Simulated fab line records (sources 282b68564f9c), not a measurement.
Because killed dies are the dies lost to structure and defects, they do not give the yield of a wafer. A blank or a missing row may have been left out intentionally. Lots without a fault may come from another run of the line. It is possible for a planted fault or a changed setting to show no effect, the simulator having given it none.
fab line records -- flow ritCmos
record: lots: 6, wafers: 18, lastDay: 7
route steps=202 shown ACTIVE@1 FOX1@20 FOX2@23 M1@202
lots that met no fault: taken from a fault-free run of the same line
startH: start of the lot's first displayed wafer, in hours after the record's first day -- waitH: hours elapsed since this lot's preceding step -- " unchanged from the row above -- L1.1+2: a single row standing in for several wafers -- - either no value or no given start -- * or withheld: withheld -- < > ~ a bound
route shown NAME@n: a module of which the file shows steps, and the number in the route of the first -- usual: mean and standard deviation over wafers with no fault -- same: alike in all rows -- chamber/n: place in a boat -- sites: readings site by site -- _std_site: their standard deviation -- _edge_site: mean of outer sites minus mean of inner sites -- radiusMm: for every site, how far away it sits from the centre of the wafer -- mask NAME#n: copy n -- behind: the most recent tool/chamber to have shaped the wafer -- hold: what put the lot on hold/how long, in hours/how the hold closed -- device: the n, p or np transistor that did not switch -- end of line: the tests these same wafers got at the end of their route -- a step without rows: its recipe alone -- killed: dies that structure and defects cost at the first sort, which is not the same as the wafer's yield -- map: a wafer's dies, x killed, . not, _ none there
set.NAME: the run value of the setting; set.NAME@STEP: its run value at that earlier step -- model.NAME: the simulator's own value behind a step, which no gauge read
certain route steps with their lots: each step a table, each wafer a row
services: a tool's chamber out of use, with start hour (startH, from the record's first day; less than 0 if before it), hours out, and reason
== steps ==
step: RIT_ACTIVE_BOW_MEAS_00
recipe: mode: bow
usual: INCOMING_BOW: 0/6.2
lot.wafer,tool,chamber,startH,waitH,INCOMING_BOW[um]
L612.2,filmMetro-04,-,15.02,-,-6
L612.4,filmMetro-04,-,15.02,-,-1
L612.5,filmMetro-04,-,15.02,-,1
L618.2,filmMetro-04,-,45.02,-,-9
L618.3,filmMetro-04,-,45.02,-,1
L618.4,filmMetro-04,-,45.02,-,-3
L627.1,filmMetro-01,-,90.00,-,-13
L627.5,filmMetro-01,-,90.00,-,-6
L627.6,filmMetro-01,-,90.00,-,-2
L628.1,filmMetro-04,-,95.00,-,4
L628.2,filmMetro-04,-,95.00,-,17
L628.4,filmMetro-04,-,95.00,-,5
L629.1,filmMetro-01,-,100.00,-,-9
L629.4,filmMetro-01,-,100.00,-,-2
L629.6,filmMetro-01,-,100.00,-,-4
L632.1,filmMetro-03,-,115.00,-,-1
L632.3,filmMetro-03,-,115.00,-,3
L632.4,filmMetro-03,-,115.00,-,3
step: RIT_ACTIVE_OXIDATION_01
recipe: tempC: 1007, ambient: O2, targetThkA: 468, oxTimeS: 3360
usual: oxTempC: 1006.9/0.47, oxTempCMax: 1011.6/1.7, spikeTcLoadC: 1033.6/2.9
lot.wafer,tool,chamber,startH,waitH,oxTempC,oxTempCMax,spikeTcLoadC,model.SiO2_of_ACTIVE_OXIDATION_01.thkNm
L612.2,furnace-01,0,15.12,0.1,1006.1,1011.9,1029.4,49.45
L612.4,furnace-01,0,15.12,0.1,1006.8,1012.1,1029.9,50.48
L612.5,furnace-01,0,15.12,0.1,1006.4,1013.8,1031.0,49.62
L618.2,furnace-03,0,45.12,0.1,1007.1,1010.0,1035.0,51.13
L618.3,furnace-03,0,45.12,0.1,1007.6,1010.4,1037.1,50.53
L618.4,furnace-03,0,45.12,0.1,1007.6,1012.2,1035.7,51.27
L627.1,furnace-01,0,90.28,0.3,1007.1,1014.9,1030.7,31.68
L627.5,furnace-01,0,90.28,0.3,1007.2,1013.2,1029.8,31.43
L627.6,furnace-01,0,90.28,0.3,1006.5,1014.2,1029.9,31.88
L628.1,furnace-01,0,95.12,0.1,1007.3,1015.8,1030.6,31.91
L628.2,furnace-01,0,95.12,0.1,1007.5,1013.2,1030.9,32.28
L628.4,furnace-01,0,95.12,0.1,1007.3,1014.7,1029.8,31.14
L629.1,furnace-03,0,101.37,1.4,1006.2,1008.6,1036.2,50.65
L629.4,furnace-03,0,101.37,1.4,1006.4,1010.6,1038.9,51.25
L629.6,furnace-03,0,101.37,1.4,1006.9,1009.3,1039.2,50.73
L632.1,furnace-03,0,115.12,0.1,1006.8,1009.1,1036.7,50.59
L632.3,furnace-03,0,115.12,0.1,1006.5,1009.3,1036.2,49.07
L632.4,furnace-03,0,115.12,0.1,1006.8,1010.2,1036.4,50.58
step: RIT_ACTIVE_THK_MEAS_02
recipe: reads: SiO2_of_ACTIVE_OXIDATION_01
usual: ACTIVE_OXIDE_THK: 50.1/0.85
lot.wafer,tool,chamber,startH,waitH,ACTIVE_OXIDE_THK[nm]
L612.2,filmMetro-03,-,17.06,0.0,49.5
L612.4,filmMetro-03,-,17.06,0.0,50.5
L612.5,filmMetro-03,-,17.06,0.0,49.6
L618.2,filmMetro-03,-,47.06,0.0,51.2
L618.3,filmMetro-03,-,47.06,0.0,50.5
L618.4,filmMetro-03,-,47.06,0.0,51.3
L627.1,filmMetro-04,-,92.21,0.0,31.7
L627.5,filmMetro-04,-,92.21,0.0,31.4
L627.6,filmMetro-04,-,92.21,0.0,31.9
L628.1,filmMetro-03,-,97.05,0.0,31.9
L628.2,filmMetro-03,-,97.05,0.0,32.3
L628.4,filmMetro-03,-,97.05,0.0,31.1
L629.1,filmMetro-04,-,103.31,0.0,50.7
L629.4,filmMetro-04,-,103.31,0.0,51.3
L629.6,filmMetro-04,-,103.31,0.0,50.7
L632.1,filmMetro-01,-,117.05,0.0,50.6
L632.3,filmMetro-01,-,117.05,0.0,49.1
L632.4,filmMetro-01,-,117.05,0.0,50.6
step: RIT_ACTIVE_CVD_03
recipe: material: Si3N4, targetThkNm: 150, tempC: 810, precursor: SiH2Cl2/NH3, timeS: 1500, pressureMtorr: 300, sih2cl2FlowSccm: 60, nh3FlowSccm: 150
step: RIT_ACTIVE_THK_MEAS_04
recipe: reads: Si3N4_of_ACTIVE_CVD_03
usual: ACTIVE_NITRIDE_THK: 149.9/1.5
lot.wafer,tool,chamber,startH,waitH,ACTIVE_NITRIDE_THK[nm]
L612.2,filmMetro-03,-,18.54,0.0,150.7
L612.4,filmMetro-03,-,18.54,0.0,151.2
L612.5,filmMetro-03,-,18.54,0.0,150.3
L618.2,filmMetro-01,-,50.39,0.0,148.0
L618.3,filmMetro-01,-,50.39,0.0,148.1
L618.4,filmMetro-01,-,50.39,0.0,147.4
L627.1,filmMetro-04,-,94.40,0.0,151.3
L627.5,filmMetro-04,-,94.40,0.0,150.6
L627.6,filmMetro-04,-,94.40,0.0,151.1
L628.1,filmMetro-04,-,99.43,0.0,147.8
L628.2,filmMetro-04,-,99.43,0.0,147.3
L628.4,filmMetro-04,-,99.43,0.0,147.7
L629.1,filmMetro-01,-,106.55,0.0,150.4
L629.4,filmMetro-01,-,106.55,0.0,149.6
L629.6,filmMetro-01,-,106.55,0.0,150.6
L632.1,filmMetro-04,-,118.53,0.0,151.5
L632.3,filmMetro-04,-,118.53,0.0,150.9
L632.4,filmMetro-04,-,118.53,0.0,150.6
step: RIT_ACTIVE_HMDS_05
recipe: primeTimeS: 58.85, primeTempC: 140
step: RIT_ACTIVE_COAT_06
recipe: resist: NOVOLAK, spinRpm: 3250, resistThkNm: 1000
step: RIT_ACTIVE_SOFTBAKE_07
recipe: resist: NOVOLAK, tempC: 90, timeS: 60
step: RIT_ACTIVE_EXPOSE_08
recipe: maskId: M1, na: 0.6, sourceShape: conventional, sigmaOuter: 0.6, targetCdNm: 1400, doseMj: 225
step: RIT_ACTIVE_PEB_09
recipe: resist: NOVOLAK, tempC: withheld, timeS: withheld
step: RIT_ACTIVE_DEVELOP_10
recipe: resist: NOVOLAK, developTimeS: 50, devTempC: 23
step: RIT_ACTIVE_CD_MEAS_11
recipe: targetCdNm: 1400
usual: cdNm: 1399.8/2.5
lot.wafer,tool,chamber,startH,waitH,cdNm
L612.2,cdSem-01,-,19.46,-,1402.8
L612.4,cdSem-01,-,19.46,-,1400.1
L612.5,cdSem-01,-,19.46,-,1401.4
L618.2,cdSem-02,-,51.31,-,1403.6
L618.3,cdSem-02,-,51.31,-,1398.9
L618.4,cdSem-02,-,51.31,-,1402.4
L627.1,cdSem-01,-,95.43,-,1402.3
L627.5,cdSem-01,-,95.43,-,1402.3
L627.6,cdSem-01,-,95.43,-,1400.5
L628.1,cdSem-01,-,100.47,-,1397.4
L628.2,cdSem-01,-,100.47,-,1397.1
L628.4,cdSem-01,-,100.47,-,1397.6
L629.1,cdSem-01,-,107.46,-,1396.5
L629.4,cdSem-01,-,107.46,-,1395.8
L629.6,cdSem-01,-,107.46,-,1397.7
L632.1,cdSem-02,-,119.56,-,1400.5
L632.3,cdSem-02,-,119.56,-,1401.3
L632.4,cdSem-02,-,119.56,-,1400.2
step: RIT_ACTIVE_HARDBAKE_12
recipe: resist: NOVOLAK, tempC: 140, timeS: 60
step: RIT_ACTIVE_ETCH_13
recipe: stopOn: SiO2, chemistry: SF6, target: Si3N4, timeS: 210, overEtchFrac: 0.4, SF6_flow_sccm: 200, pressureMtorr: 260, rfW: 125, targetDepthA: 2100
usual: drypumpMotorCurrentA: 5.7/0.3, oesProductAu: 0.816/0.012, throttleValvePct: 7.46/0.15
lot.wafer,tool,chamber,startH,waitH,drypumpMotorCurrentA,oesProductAu,rfHoursCounterH,throttleValvePct
L612.2,rieDiel-03,1,19.71,0.1,5.2,0.817,157,7.31
L612.4,rieDiel-03,2,19.71,0.1,5.7,0.822,2,7.46
L612.5,rieDiel-03,1,19.71,0.1,5.2,0.819,-,7.32
L618.2,rieDiel-01,1,51.56,0.1,5.5,0.798,46,7.63
L618.3,rieDiel-01,3,51.56,0.1,5.6,0.831,31,7.71
L618.4,rieDiel-01,3,51.56,0.1,5.6,0.824,-,7.71
L627.1,rieDiel-03,1,95.70,0.1,5.2,0.824,158,7.32
L627.5,rieDiel-03,3,95.70,0.1,6.0,0.832,-,7.32
L627.6,rieDiel-03,2,95.70,0.1,5.6,0.821,-,7.45
L628.1,rieDiel-04,3,100.74,0.1,6.5,0.812,6,7.51
L628.2,rieDiel-04,0,100.74,0.1,5.3,0.783,113,7.45
L628.4,rieDiel-04,3,100.74,0.1,6.5,0.813,-,7.51
L629.1,rieDiel-01,0,107.73,0.1,5.7,0.830,1,7.30
L629.4,rieDiel-01,2,107.73,0.1,5.6,0.812,37,7.30
L629.6,rieDiel-01,1,107.73,0.1,5.4,0.806,-,7.62
L632.1,rieDiel-01,1,119.83,0.1,5.5,0.802,47,7.62
L632.3,rieDiel-01,2,119.83,0.1,5.6,0.820,38,7.29
L632.4,rieDiel-01,3,119.83,0.1,5.6,0.831,33,7.71
step: RIT_ACTIVE_STRIP_14
recipe: chemistry: O2, timeS: 180, resist: NOVOLAK, platenTempC: withheld, powerW: 500, pressureMtorr: 4000, o2FlowSccm: 4000
usual: drypumpMotorCurrentA: 5.7/0.44
lot.wafer,tool,chamber,startH,waitH,drypumpMotorCurrentA,rfHoursCounterH
L612.2,plasmaAsher-02,0,19.84,0.1,6.4,36
L612.4,plasmaAsher-02,1,19.84,0.1,5.5,-
L612.5,plasmaAsher-02,1,19.84,0.1,5.4,-
L618.2,plasmaAsher-02,0,51.69,0.1,6.4,40
L618.3,plasmaAsher-02,1,51.69,0.1,5.5,-
L618.4,plasmaAsher-02,0,51.69,0.1,6.4,-
L627.1,plasmaAsher-02,0,95.83,0.1,6.4,44
L627.5,plasmaAsher-02,1,95.83,0.1,5.5,-
L627.6,plasmaAsher-02,0,95.83,0.1,6.4,-
L628.1,plasmaAsher-03,0,100.94,0.1,5.6,47
L628.2,plasmaAsher-03,1,100.94,0.1,5.4,47
L628.4,plasmaAsher-03,0,100.94,0.1,5.5,-
L629.1,plasmaAsher-03,0,107.87,0.1,5.6,47
L629.4,plasmaAsher-03,1,107.87,0.1,5.3,-
L629.6,plasmaAsher-03,1,107.87,0.1,5.3,-
L632.1,plasmaAsher-02,1,119.97,0.1,5.4,47
L632.3,plasmaAsher-02,0,119.97,0.1,6.4,-
L632.4,plasmaAsher-02,1,119.97,0.1,5.5,-
step: RIT_ACTIVE_CD_MEAS_90
recipe: targetCdNm: 1400
usual: cdNm: 1399.8/2.5
lot.wafer,tool,chamber,startH,waitH,cdNm
L612.2,cdSem-01,-,20.04,0.1,1402.3
L612.4,cdSem-01,-,20.04,0.1,1400.2
L612.5,cdSem-01,-,20.04,0.1,1401.3
L618.2,cdSem-01,-,51.89,0.1,1403.6
L618.3,cdSem-01,-,51.89,0.1,1399.1
L618.4,cdSem-01,-,51.89,0.1,1402.7
L627.1,cdSem-01,-,96.01,0.1,1402.0
L627.5,cdSem-01,-,96.01,0.1,1402.3
L627.6,cdSem-01,-,96.01,0.1,1401.1
L628.1,cdSem-02,-,101.11,0.1,1397.8
L628.2,cdSem-02,-,101.11,0.1,1397.3
L628.4,cdSem-02,-,101.11,0.1,1398.2
L629.1,cdSem-01,-,108.04,0.1,1396.1
L629.4,cdSem-01,-,108.04,0.1,1396.0
L629.6,cdSem-01,-,108.04,0.1,1397.4
L632.1,cdSem-02,-,120.14,0.1,1400.4
L632.3,cdSem-02,-,120.14,0.1,1401.7
L632.4,cdSem-02,-,120.14,0.1,1400.6
step: RIT_ACTIVE_CLEAN_15
recipe: chemistry: SC1, mix: 3:3:50, timeS: 600, tempC: 75
step: RIT_ACTIVE_CLEAN_16
recipe: chemistry: dHF, dilution: 50:1, timeS: 30
step: RIT_ACTIVE_CLEAN_17
recipe: chemistry: SC2, mix: 3:3:50, timeS: 600, tempC: 75, dry: n2Spin
step: RIT_FOX1_OXIDATION_00
recipe: tempC: 1100, ambient: H2O, targetThkA: 3507, pH2oTorr: 720, oxTimeS: 1130
step: RIT_FOX1_THK_MEAS_01
recipe: reads: SiO2_of_FOX1_OXIDATION_00
usual: FOX1_OXIDE_THK: 350/5.6
lot.wafer,tool,chamber,startH,waitH,FOX1_OXIDE_THK[nm]
L612.2,filmMetro-02,-,22.88,0.0,344
L612.4,filmMetro-02,-,22.88,0.0,339
L612.5,filmMetro-02,-,22.88,0.0,344
L618.2,filmMetro-04,-,53.68,0.0,354
L618.3,filmMetro-04,-,53.68,0.0,355
L618.4,filmMetro-04,-,53.68,0.0,352
L627.1,filmMetro-01,-,98.37,0.0,352
L627.5,filmMetro-01,-,98.37,0.0,355
L627.6,filmMetro-01,-,98.37,0.0,353
L628.1,filmMetro-04,-,104.80,0.0,360
L628.2,filmMetro-04,-,104.80,0.0,357
L628.4,filmMetro-04,-,104.80,0.0,354
L629.1,filmMetro-04,-,110.64,0.0,349
L629.4,filmMetro-04,-,110.64,0.0,349
L629.6,filmMetro-04,-,110.64,0.0,346
L632.1,filmMetro-04,-,124.54,0.0,352
L632.3,filmMetro-04,-,124.54,0.0,355
L632.4,filmMetro-04,-,124.54,0.0,350
step: RIT_FOX1_WET_ETCH_02
recipe: chemistry: BOE, targetDepthNm: 350, timeS: 390, tempC: 21.5, dry: n2Spin, dilution: 10:1, target: SiO2
step: RIT_FOX2_OXIDATION_00
recipe: tempC: 1100, ambient: H2O, targetThkA: 3507, pH2oTorr: 720, oxTimeS: 1130
step: RIT_FOX2_THK_MEAS_01
recipe: reads: SiO2_of_FOX2_OXIDATION_00
usual: FOX2_OXIDE_THK: 349/8.3
lot.wafer,tool,chamber,startH,waitH,FOX2_OXIDE_THK[nm]
L612.2,filmMetro-02,-,24.37,0.0,341
L612.4,filmMetro-02,-,24.37,0.0,337
L612.5,filmMetro-02,-,24.37,0.0,337
L618.2,filmMetro-01,-,55.17,0.0,357
L618.3,filmMetro-01,-,55.17,0.0,357
L618.4,filmMetro-01,-,55.17,0.0,354
L627.1,filmMetro-02,-,99.86,0.0,342
L627.5,filmMetro-02,-,99.86,0.0,348
L627.6,filmMetro-02,-,99.86,0.0,349
L628.1,filmMetro-02,-,106.30,0.0,352
L628.2,filmMetro-02,-,106.30,0.0,354
L628.4,filmMetro-02,-,106.30,0.0,354
L629.1,filmMetro-02,-,112.13,0.0,349
L629.4,filmMetro-02,-,112.13,0.0,349
L629.6,filmMetro-02,-,112.13,0.0,342
L632.1,filmMetro-01,-,126.04,0.0,350
L632.3,filmMetro-01,-,126.04,0.0,350
L632.4,filmMetro-01,-,126.04,0.0,346
step: RIT_FOX2_CLEAN_02
recipe: chemistry: dHF, dilution: 50:1, timeS: 180
step: RIT_FOX2_WET_ETCH_03
recipe: chemistry: H3PO4, target: Si3N4, targetDepthNm: 195, tempC: 165, timeS: 2700
lot.wafer,tool,chamber,startH,waitH,model.SiO2_of_ACTIVE_OXIDATION_01.thkNm
L612.2,wetBench-03,1,24.48,0.0,41.92
L612.4,wetBench-03,1,24.48,0.0,44.52
L612.5,wetBench-03,1,24.48,0.0,42.08
L618.2,wetBench-02,2,55.28,0.0,44.09
L618.3,wetBench-02,2,55.28,0.0,44.18
L618.4,wetBench-02,2,55.28,0.0,44.84
L627.1,wetBench-03,2,99.98,0.0,26.12
L627.5,wetBench-03,2,99.98,0.0,27.99
L627.6,wetBench-03,2,99.98,0.0,28.03
L628.1,wetBench-02,1,106.49,0.0,28.34
L628.2,wetBench-02,1,106.49,0.0,28.66
L628.4,wetBench-02,1,106.49,0.0,27.65
L629.1,wetBench-03,1,112.25,0.0,43.3
L629.4,wetBench-03,1,112.25,0.0,45.49
L629.6,wetBench-03,1,112.25,0.0,43.81
L632.1,wetBench-04,3,126.16,0.0,43.59
L632.3,wetBench-04,3,126.16,0.0,43.47
L632.4,wetBench-04,3,126.16,0.0,44.16
step: RIT_FOX2_THK_MEAS_90
recipe: reads: SiO2_of_FOX2_OXIDATION_00
usual: FIELD_OXIDE_LEFT_1_THK: 321/8.2
lot.wafer,tool,chamber,startH,waitH,FIELD_OXIDE_LEFT_1_THK[nm]
L612.2,filmMetro-02,-,25.25,0.0,314
L612.4,filmMetro-02,-,25.25,0.0,310
L612.5,filmMetro-02,-,25.25,0.0,310
L618.2,filmMetro-02,-,56.05,0.0,330
L618.3,filmMetro-02,-,56.05,0.0,329
L618.4,filmMetro-02,-,56.05,0.0,327
L627.1,filmMetro-01,-,100.80,0.0,315
L627.5,filmMetro-01,-,100.80,0.0,321
L627.6,filmMetro-01,-,100.80,0.0,322
L628.1,filmMetro-02,-,107.24,0.0,325
L628.2,filmMetro-02,-,107.24,0.0,327
L628.4,filmMetro-02,-,107.24,0.0,327
L629.1,filmMetro-01,-,113.90,0.0,322
L629.4,filmMetro-01,-,113.90,0.0,321
L629.6,filmMetro-01,-,113.90,0.0,315
L632.1,filmMetro-01,-,126.92,0.0,322
L632.3,filmMetro-01,-,126.92,0.0,323
L632.4,filmMetro-01,-,126.92,0.0,319
step: RIT_M1_PROBE_99
usual: killed_at_M0_to_M3: 0.0/0.14, killedAtFrontEnd: 6.6/2.7, killedDies: 6.7/2.7, killedOpen: 3.5/1.9, killedShort: 3.1/1.8
same: grossDies: 264, killed_at_M4_up: 0, killedAtBackSide: 0, killedAtContacts: 0, killedAtOther: 0
lot.wafer,tool,chamber,startH,waitH,killed_at_M0_to_M3,killedAtFrontEnd,killedDies,killedOpen,killedShort,model.etest.pldd.widthNm,model.etest.nldd.widthNm,model.etest.pplusSal.widthNm,model.etest.nplusSal.widthNm,model.etest.nmos_0p3.rOnOhmUm,model.etest.nmosNarrow.driveUaUm,model.etest.nmos_0p15.driveUaUm,model.etest.pmosNarrow.driveUaUm
L612.2,prober-02,-,64.37,0.1,0,9,9,8,1,3156,3183,3452,3469,2162,227.6,476.7,103.3
L612.4,prober-02,-,64.47,0.2,0,3,3,0,3,3179,3192,3448,3453,2219,222.7,459.4,100.6
L612.5,prober-02,-,64.52,0.2,0,8,8,5,3,3178,3178,3445,3460,2223,221.7,457.8,99.84
L618.2,prober-02,-,97.34,0.1,0,14,14,10,4,3123,3117,3433,3409,2236,211.6,454.3,92.39
L618.3,prober-02,-,97.39,0.2,0,11,11,8,3,3140,3132,3438,3422,2233,208.5,457.2,92.12
L618.4,prober-02,-,97.44,0.2,0,11,11,4,7,3127,3118,3390,3384,2189,211.5,463.6,94.15
L627.1,prober-01,-,138.68,0.1,0,1,1,0,1,3321,3294,3567,3566,2086,278.4,511.9,119.8
L627.5,prober-01,-,138.88,0.2,0,7,7,4,3,3303,3299,3550,3556,2056,277.6,510.5,120.8
L627.6,prober-01,-,138.93,0.2,0,7,7,4,3,3297,3300,3559,3540,2057,274.4,507.3,119.1
L628.1,prober-02,-,147.87,0.1,0,8,8,2,6,3286,3286,3509,3493,2089,257.6,493.9,114.9
L628.2,prober-02,-,147.92,0.1,0,7,7,5,2,3290,3284,3524,3495,2082,268.6,500.5,120
L628.4,prober-02,-,148.02,0.2,0,12,12,6,6,3299,3293,3517,3543,2095,263.9,487,118.3
L629.1,prober-01,-,152.21,0.1,0,4,4,2,2,3132,3123,3430,3442,2220,218,464.5,96.83
L629.4,prober-01,-,152.36,0.2,1,5,6,3,3,3147,3124,3440,3437,2222,220.1,474,97.74
L629.6,prober-01,-,152.46,0.2,0,6,6,3,3,3159,3154,3451,3431,2217,221,459.9,99.11
L632.1,prober-02,-,168.20,0.1,0,8,8,4,4,3151,3168,3404,3415,2170,220.8,463.8,98.34
L632.3,prober-02,-,168.30,0.2,0,7,7,5,2,3170,3156,3434,3428,2173,219.8,474.4,98.85
L632.4,prober-02,-,168.35,0.2,0,3,3,2,1,3136,3152,3415,3446,2187,218.3,466,96.09
killed by level:class
L612.2 GATE:geometricParticle:open=4 ACTIVE:geometricParticle:open=1 FOX1:geometricParticle:open=1 FOX2:geometricParticle:open=1 REOX:geometricParticle:open=1 SPACER:geometricParticle:short=1
L612.4 SPACER:geometricParticle:short=3
L612.5 GATE:geometricParticle:short=2 SPACER:geometricParticle:open=2 FOX2:geometricParticle:open=1 GATE:geometricParticle:open=1 REOX:geometricParticle:open=1 REOX:geometricParticle:short=1
L618.2 REOX:geometricParticle:open=4 GATE:geometricParticle:open=3 GATE:geometricParticle:short=2 SPACER:geometricParticle:open=2 FOX2:geometricParticle:open=1 FOX2:geometricParticle:short=1 SPACER:geometricParticle:short=1
L618.3 FOX1:geometricParticle:open=3 GATE:geometricParticle:open=3 FOX1:geometricParticle:short=1 FOX2:geometricParticle:open=1 REOX:geometricParticle:short=1 SPACER:geometricParticle:open=1 SILICIDE:geometricParticle:short=1
L618.4 FOX1:geometricParticle:open=2 GATE:geometricParticle:open=2 GATE:geometricParticle:short=2 REOX:geometricParticle:short=2 FOX1:geometricParticle:short=1 FOX2:geometricParticle:short=1 SILICIDE:geometricParticle:short=1
L627.1 SILICIDE:geometricParticle:short=1
L627.5 GATE:geometricParticle:short=2 FOX1:geometricParticle:open=1 FOX2:geometricParticle:open=1 GATE:geometricParticle:open=1 REOX:geometricParticle:open=1 SPACER:geometricParticle:short=1
L627.6 GATE:geometricParticle:short=3 GATE:geometricParticle:open=2 FOX1:geometricParticle:open=1 SPACER:geometricParticle:open=1
L628.1 GATE:geometricParticle:short=4 GATE:geometricParticle:open=2 REOX:geometricParticle:short=1 SILICIDE:geometricParticle:short=1
L628.2 GATE:geometricParticle:open=3 SPACER:geometricParticle:short=2 FOX2:geometricParticle:open=1 SILICIDE:geometricParticle:open=1
L628.4 FOX1:geometricParticle:short=3 FOX2:geometricParticle:open=3 GATE:geometricParticle:short=2 REOX:geometricParticle:open=2 FOX1:geometricParticle:open=1 FOX2:geometricParticle:short=1
L629.1 GATE:geometricParticle:open=2 FOX2:geometricParticle:short=1 REOX:geometricParticle:short=1
L629.4 FOX2:geometricParticle:open=1 GATE:geometricParticle:short=1 GATE:geometricParticle:open=1 REOX:geometricParticle:short=1 SILICIDE:geometricParticle:open=1 M1:geometricParticle:short=1
L629.6 GATE:geometricParticle:short=2 SPACER:geometricParticle:open=2 SILICIDE:geometricParticle:short=1 SILICIDE:geometricParticle:open=1
L632.1 GATE:geometricParticle:open=4 GATE:geometricParticle:short=3 FOX2:geometricParticle:short=1
L632.3 FOX2:geometricParticle:open=2 GATE:geometricParticle:open=2 REOX:geometricParticle:short=2 SPACER:geometricParticle:open=1
L632.4 GATE:geometricParticle:open=1 REOX:geometricParticle:open=1 REOX:geometricParticle:short=1
== services ==
tool,chamber,startH,hours,kind
furnace-01,-,0.69,3.9,repair
rieDiel-04,0,7.54,9.5,repair
rieDiel-04,0,25.28,4.8,repair
wetBench-04,-,39.35,1.9,pm
rieDiel-01,0,41.83,-,clean
rieDiel-01,0,41.83,14.3,scheduledDown
rieDiel-01,0,41.83,14.3,ventCycle
furnace-03,-,62.20,4.2,pm
rieDiel-03,0,71.75,2.1,repair
rieDiel-01,0,75.81,3.4,repair
rieDiel-03,-,82.90,2.8,pm
rieDiel-04,2,85.69,40.9,repair
rieDiel-04,1,93.01,11.3,repair
rieDiel-03,1,103.93,-,clean
rieDiel-03,1,103.93,17.7,scheduledDown
rieDiel-03,1,103.93,17.7,ventCycle
== key ==
firstSign: step: RIT_ACTIVE_THK_MEAS_02, reading: ACTIVE_OXIDE_THK, direction: down, sigmas: 22, usual: 50.1, struck: 31.7
effect none on later readings
modelEffect: step: RIT_ACTIVE_OXIDATION_01, value: SiO2_of_ACTIVE_OXIDATION_01.thkNm, without: 50.71, struck: 31.72
modelEffect: step: RIT_FOX2_WET_ETCH_03, value: SiO2_of_ACTIVE_OXIDATION_01.thkNm, without: 44.69, struck: 27.8
modelEffect: step: RIT_M1_PROBE_99, value: etest.pldd.widthNm, without: 3131, struck: 3299
metAt RIT_ACTIVE_OXIDATION_01
struckWafers L627.1,L627.5,L627.6,L628.1,L628.2,L628.4
testerLeftOut L627,L628
onsetBetween 15.12 90.28
fault: kind: processParameterDrift, tool: furnace-01, chamber: -, onsetH: 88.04, steps: RIT_ACTIVE_OXIDATION_01, channel: oxTimeS, offset: *, shape: step, endH: 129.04, actsIn: *, stated: *
testerLeftOut: of these lots the tester's yield and bins aren't shown, on N5 and GAA mostly nor the transistor test; their killed dies are dies lost to structure and defects alone, not to doping, threshold or leakage, so they don't give the yield
